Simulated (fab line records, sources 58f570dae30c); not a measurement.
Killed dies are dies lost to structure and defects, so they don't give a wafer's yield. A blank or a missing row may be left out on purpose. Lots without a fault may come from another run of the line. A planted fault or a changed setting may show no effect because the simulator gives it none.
fab line records | flow berkeley_cmos170
record lots=14 wafers=42 last_day=13
route steps=331 shown CONTACT@231 M1@244
lots that met no fault: from a run of the same line without faults
start_h: hours from the record's first day to the start of the lot's first wafer shown | wait_h: hours since the lot's step before | " the same as in the row above | L1.1+2: a row that stands for several wafers | - no value, or no start given | * or withheld: withheld | < > ~ a bound
route shown NAME@n: a module of which the file shows steps, and the number in the route of the first | usual: mean/standard deviation of fault-free wafers | same: alike in all rows | chamber/n: place in a boat | sites: the reading at each site | _std_site: their standard deviation | _edge_site: outer sites' mean less inner sites' | radius_mm: how far each site lies from the wafer's centre | mask NAME#n: copy n | behind: the tool/chamber that last shaped the wafer | hold: why the lot was held/for how many hours/how that ended | device: the transistor (n, p or np) that didn't switch | end of line: the same wafers' tests at the end of the route | a step without rows: its recipe alone | killed: dies lost to structure and defects at the first sort, not the wafer's yield | map: a wafer's dies, x killed, . not, _ none there
set.NAME: the setting as run; set.NAME@STEP: as run at that earlier step | model.NAME: the simulator's own value behind a step, which no gauge read
steps of the route over a sample of lots; a table a step, a row a wafer
services: from which hour (start_h, from the record's first day; less than 0 if before it) a tool's chamber was out of use, for how many hours, and why
## steps
# step UCB170_CONTACT_CD_MEAS_15
# recipe target_cd_nm=700
# usual cd_nm=700.1/1.3
# columns lot.wafer tool chamber start_h wait_h cd_nm
L280.2 cd_sem-02 - 186.90 - 701.2
L280.3 " - " " 699.6
L280.4 " - " " 699.6
L283.3 cd_sem-02 - 191.83 - 700.4
L283.5 " - " " 698.2
L283.6 " - " " 700.3
L281.1 cd_sem-01 - 193.78 - 699.5
L281.2 " - " " 698.8
L281.5 " - " " 700.0
L287.2 cd_sem-02 - 201.86 - 702.2
L287.5 " - " " 702.6
L287.6 " - " " 702.6
L284.1 cd_sem-01 - 202.03 - 700.9
L284.4 " - " " 700.7
L284.5 " - " " 700.6
L285.3 cd_sem-02 - 203.91 - 699.0
L285.4 " - " " 697.8
L285.5 " - " " 698.4
L286.1 cd_sem-02 - 204.11 - 700.8
L286.4 " - " " 699.5
L286.6 " - " " 699.6
L289.1 cd_sem-01 - 225.79 - 700.8
L289.2 " - " " 699.8
L289.3 " - " " 698.7
L296.1 cd_sem-02 - 264.53 - 698.6
L296.3 " - " " 698.5
L296.5 " - " " 697.5
L298.2 cd_sem-02 - 264.76 - 700.9
L298.3 " - " " 700.4
L298.6 " - " " 700.6
L299.2 cd_sem-01 - 265.00 - 699.1
L299.5 " - " " 699.0
L299.6 " - " " 698.8
L300.1 cd_sem-02 - 284.62 - 699.8
L300.2 " - " " 699.9
L300.5 " - " " 699.1
L301.1 cd_sem-01 - 284.90 - 699.7
L301.3 " - " " 700.9
L301.6 " - " " 701.2
L302.1 cd_sem-02 - 301.81 - 701.0
L302.2 " - " " 703.0
L302.5 " - " " 699.3
# step UCB170_CONTACT_ETCH_17
# recipe chemistry=N2/H2 target_depth_a=withheld overetch_a=withheld target=BARC time_s=withheld source_w=500 bias_w=100 pressure_mtorr=30 n2_flow_sccm=100 h2_flow_sccm=200
# usual chamber_pressure_mTorr=29.998/0.024 drypump_motor_current_A=5.7/0.49 oes_product_au=1.015/0.019 throttle_valve_pct=13.33/0.17
# columns lot.wafer tool chamber start_h wait_h chamber_pressure_mTorr drypump_motor_current_A oes_product_au throttle_valve_pct
L280.2 rie_diel-01 3 187.03 0.0 30.045 6.6 1.031 13.29
L280.3 " 2 " " 29.990 6.0 0.997 13.55
L280.4 " 0 " " 29.967 5.4 1.007 13.13
L283.3 rie_diel-03 0 191.94 0.0 30.006 5.3 0.984 13.24
L283.5 " 1 " " 30.012 5.1 1.015 13.22
L283.6 " 2 " " 30.023 5.6 1.038 13.07
L281.1 rie_diel-03 0 193.94 0.0 30.006 5.2 1.001 13.23
L281.2 " 2 " " 30.000 5.5 1.038 13.08
L281.5 " 0 " " 30.006 5.3 0.994 13.24
L287.2 rie_diel-04 2 202.00 0.0 30.043 5.1 1.014 13.25
L287.5 " 3 " " 29.993 5.6 0.986 13.29
L287.6 " 0 " " 29.969 5.6 1.024 13.55
L284.1 rie_diel-03 1 202.19 0.0 29.990 5.1 1.019 13.22
L284.4 " 3 " " 30.006 6.0 0.994 13.33
L284.5 " 0 " " 30.017 5.3 0.993 13.24
L285.3 rie_diel-04 0 204.02 0.0 29.998 5.6 1.043 13.56
L285.4 " 3 " " 29.992 5.6 0.989 13.28
L285.5 " 1 " " 29.983 6.5 1.044 13.32
L286.1 rie_diel-01 1 204.26 0.0 29.984 5.4 1.026 13.65
L286.4 " 0 " " 30.003 5.4 1.005 13.13
L286.6 " 1 " " 29.979 5.4 1.039 13.64
L289.1 rie_diel-04 0 225.95 0.0 30.019 5.6 1.036 13.54
L289.2 " 2 " " 29.992 5.0 1.025 13.26
L289.3 " 1 " " 29.959 6.5 1.029 13.31
L296.1 rie_diel-04 1 264.68 0.0 30.063 6.5 1.012 13.32
L296.3 " 2 " " 29.995 5.1 1.010 13.26
L296.5 " 1 " " 30.015 6.5 1.022 13.32
L298.2 rie_diel-01 1 264.90 0.0 29.964 5.4 1.029 13.65
L298.3 " 3 " " 29.983 6.6 1.047 13.29
L298.6 " 2 " " 29.979 6.0 0.982 13.57
L299.2 rie_diel-04 2 265.14 0.0 30.028 5.1 1.014 13.27
L299.5 " 3 " " 29.988 5.6 0.996 13.28
L299.6 " 0 " " 30.002 5.6 1.010 13.57
L300.1 rie_diel-04 3 284.78 0.0 29.988 5.6 0.989 13.28
L300.2 " 1 " " 30.005 6.5 1.021 13.32
L300.5 " 2 " " 29.990 5.0 1.014 13.26
L301.1 rie_diel-03 1 285.06 0.0 29.985 5.1 0.993 13.21
L301.3 " 2 " " 29.996 5.6 1.035 13.07
L301.6 " 2 " " 29.994 5.5 1.039 13.07
L302.1 rie_diel-01 0 301.96 0.0 30.021 5.4 1.011 13.13
L302.2 " 2 " " 29.995 6.0 0.995 13.58
L302.5 " 3 " " 29.977 6.6 1.043 13.28
# step UCB170_CONTACT_ETCH_18
# recipe chemistry=CHF3/CF4/Ar target=PSG stop_on=TiSi2 CHF3_flow_sccm=45 cf4_flow_sccm=15 Ar_flow_sccm=150 pressure_mtorr=200 rf_w=700 target_depth_a=8400 over_etch_frac=0.2 time_s=195
# usual chamber_pressure_mTorr=200.02/0.19 drypump_motor_current_A=5.7/0.49 oes_product_au=0.895/0.017 throttle_valve_pct=6.92/0.091
# columns lot.wafer tool chamber start_h wait_h chamber_pressure_mTorr drypump_motor_current_A oes_product_au rf_hours_counter_h throttle_valve_pct
L280.2 rie_diel-01 3 - - 200.15 6.6 0.892 62 7.01
L280.3 " 2 " " 200.10 6.0 0.890 70 7.05
L280.4 " 0 " " 199.96 5.4 0.922 20 6.91
L283.3 rie_diel-03 0 - - 200.09 5.3 0.864 131 6.85
L283.5 " 1 " " 200.43 5.0 0.882 - 6.93
L283.6 " 2 " " 200.32 5.6 0.904 - 6.74
L281.1 rie_diel-03 0 - - 199.63 5.3 0.873 131 6.86
L281.2 " 2 " " 200.30 5.6 0.904 79 6.73
L281.5 " 0 " " 199.86 5.3 0.867 - 6.86
L287.2 rie_diel-04 2 - - 200.27 5.1 0.909 73 6.96
L287.5 " 3 " " 200.20 5.6 0.884 - 6.89
L287.6 " 0 " " 199.89 5.6 0.916 - 7.08
L284.1 rie_diel-03 1 - - 200.13 5.1 0.885 134 6.95
L284.4 " 3 " " 199.86 6.0 0.868 85 6.83
L284.5 " 0 " " 200.41 5.3 0.866 - 6.83
L285.3 rie_diel-04 0 - - 199.97 5.6 0.901 18 7.08
L285.4 " 3 " " 199.98 5.6 0.867 115 6.89
L285.5 " 1 " " 200.29 6.5 0.905 - 6.88
L286.1 rie_diel-01 1 - - 199.66 5.4 0.892 41 6.96
L286.4 " 0 " " 200.12 5.4 0.926 21 6.91
L286.6 " 1 " " 200.10 5.4 0.894 - 6.97
L289.1 rie_diel-04 0 - - 199.81 5.6 0.904 19 7.07
L289.2 " 2 " " 200.41 5.0 0.903 74 6.97
L289.3 " 1 " " 200.13 6.5 0.911 3 6.89
L296.1 rie_diel-04 1 - - 199.88 6.5 0.923 4 6.89
L296.3 " 2 " " 199.93 5.0 0.907 75 6.97
L296.5 " 1 " " 200.05 6.5 0.923 - 6.88
L298.2 rie_diel-01 1 - - 199.86 5.5 0.891 44 6.96
L298.3 " 3 " " 200.07 6.6 0.887 66 6.99
L298.6 " 2 " " 199.87 6.0 0.881 - 7.05
L299.2 rie_diel-04 2 - - 199.78 5.0 0.904 76 6.98
L299.5 " 3 " " 199.77 5.6 0.869 - 6.89
L299.6 " 0 " " 199.88 5.6 0.910 - 7.08
L300.1 rie_diel-04 3 - - 199.84 5.6 0.887 119 6.88
L300.2 " 1 " " 200.04 6.5 0.925 5 6.88
L300.5 " 2 " " 199.90 5.0 0.923 - 6.96
L301.1 rie_diel-03 1 - - 199.89 5.1 0.873 1 6.95
L301.3 " 2 " " 200.09 5.5 0.912 83 6.73
L301.6 " 2 " " 199.85 5.5 0.907 - 6.75
L302.1 rie_diel-01 0 - - 200.05 5.4 0.915 24 6.91
L302.2 " 2 " " 199.99 6.0 0.879 76 7.05
L302.5 " 3 " " 200.25 6.6 0.896 - 7.00
# step UCB170_M1_EXPOSE_06
# recipe mask_id=METAL1 target_cd_nm=700 na=0.5 sigma_outer=0.6 source_shape=conventional dose_mj=21
# usual exposure_dose_mJ_cm2=20.989/0.021 focus_offset_nm=-0.1/0.5 stage_vel_mm_s=499.96/0.24
# columns lot.wafer tool chamber start_h wait_h mask exposure_dose_mJ_cm2 focus_offset_nm stage_vel_mm_s
L280.2 krf_scanner-02 0 188.82 - METAL1#0 20.998 0.8 499.63
L280.3 " 0 " " METAL1#0 21.016 1.3 499.77
L280.4 " 0 " " METAL1#0 21.015 0.4 499.83
L283.3 krf_scanner-01 0 193.86 - METAL1#0 21.017 0.4 500.00
L283.5 " 0 " " METAL1#0 21.002 1.0 499.80
L283.6 " 0 " " METAL1#0 20.994 -0.1 500.17
L281.1 krf_scanner-01 0 195.22 - METAL1#0 20.950 0.5 500.47
L281.2 " 0 " " METAL1#0 20.979 0.6 500.52
L281.5 " 0 " " METAL1#0 20.943 1.0 500.28
L287.2 krf_scanner-02 0 203.41 - METAL1#0 20.979 0.3 499.82
L287.5 " 0 " " METAL1#0 20.991 -0.1 499.98
L287.6 " 0 " " METAL1#0 20.974 -0.9 500.16
L284.1 krf_scanner-01 0 203.63 - METAL1#0 20.961 0.5 500.28
L284.4 " 0 " " METAL1#0 20.959 0.2 500.28
L284.5 " 0 " " METAL1#0 20.976 0.1 500.15
L285.3 krf_scanner-01 - 205.37 - METAL1#0 - - -
L285.4 " - " " METAL1#0 - - -
L285.5 " - " " METAL1#0 - - -
L286.1 krf_scanner-02 - 205.68 - METAL1#0 - - -
L286.4 " - " " METAL1#0 - - -
L286.6 " - " " METAL1#0 - - -
L289.1 krf_scanner-01 0 227.47 - METAL1#0 21.001 -0.6 499.97
L289.2 " 0 " " METAL1#0 20.975 -0.3 499.97
L289.3 " 0 " " METAL1#0 21.004 -0.4 500.15
L296.1 krf_scanner-01 0 266.06 - METAL1#0 20.988 -0.1 499.74
L296.3 " 0 " " METAL1#0 21.005 -0.1 499.84
L296.5 " 0 " " METAL1#0 20.990 -0.4 499.83
L298.2 krf_scanner-02 0 266.59 - METAL1#0 20.994 0.2 499.78
L298.3 " 0 " " METAL1#0 21.011 -1.0 499.64
L298.6 " 0 " " METAL1#0 21.014 -1.3 500.03
L299.2 krf_scanner-02 0 266.70 - METAL1#0 21.001 0.1 500.13
L299.5 " 0 " " METAL1#0 20.982 -0.2 500.12
L299.6 " 0 " " METAL1#0 21.019 0.1 499.79
L300.1 krf_scanner-02 0 286.45 - METAL1#0 20.949 -0.5 499.86
L300.2 " 0 " " METAL1#0 20.972 0.4 500.11
L300.5 " 0 " " METAL1#0 20.980 0.5 499.80
L301.1 krf_scanner-01 0 286.99 - METAL1#0 20.987 -0.2 500.17
L301.3 " 0 " " METAL1#0 20.948 -0.1 499.85
L301.6 " 0 " " METAL1#0 20.961 -0.1 499.57
L302.1 krf_scanner-02 0 304.09 - METAL1#0 20.980 0.3 499.87
L302.2 " 0 " " METAL1#0 21.029 -0.4 500.00
L302.5 " 0 " " METAL1#0 20.999 -0.1 499.81
## services
# columns tool chamber start_h hours kind
krf_scanner-02 - 201.23 1.2 repair
krf_scanner-02 0 210.89 - calibration
rie_diel-01 0 223.70 5.4 repair
krf_scanner-01 - 229.08 0.2 repair
krf_scanner-02 - 236.32 4.8 repair
rie_diel-01 3 237.27 2.5 repair
krf_scanner-02 - 241.16 1.3 pm
krf_scanner-02 - 242.46 1.0 pm
krf_scanner-01 - 257.51 1.3 pm
rie_diel-03 1 262.87 - clean
rie_diel-03 1 262.87 17.5 scheduled_down
rie_diel-03 1 262.87 17.5 vent_cycle
krf_scanner-01 0 274.81 - calibration
rie_diel-03 0 280.35 - clean
rie_diel-03 0 280.35 20.2 scheduled_down
rie_diel-03 0 280.35 20.2 vent_cycle
krf_scanner-02 - 295.31 0.8 pm
## key
first_sign step=UCB170_M1_EXPOSE_06 reading=tool_record direction=missing
effect none on later readings
met_at UCB170_M1_EXPOSE_06
struck_lots L285,L286
later_rows_left_out L285.3,L285.4,L285.5,L286.1,L286.4,L286.6
sort_left_out L285.3,L285.4,L285.5,L286.1,L286.4,L286.6
not_acting_at UCB170_CONTACT_CD_MEAS_15,UCB170_CONTACT_ETCH_17,UCB170_CONTACT_ETCH_18
onset_between 203.63 205.37
fault kind=skipped_step_whole tool=krf_scanner-01,krf_scanner-02 chamber=- onset_h=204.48 steps=UCB170_M1_EXPOSE_06 scope=struck_lots_only
# sort_left_out: the simulated sort isn't trusted on such a fault, so these wafers' sort isn't shown, and their yield isn't known
# later_rows_left_out: the simulator's readings of these wafers behind a module that went badly wrong aren't trusted and aren't shown, but for the sort
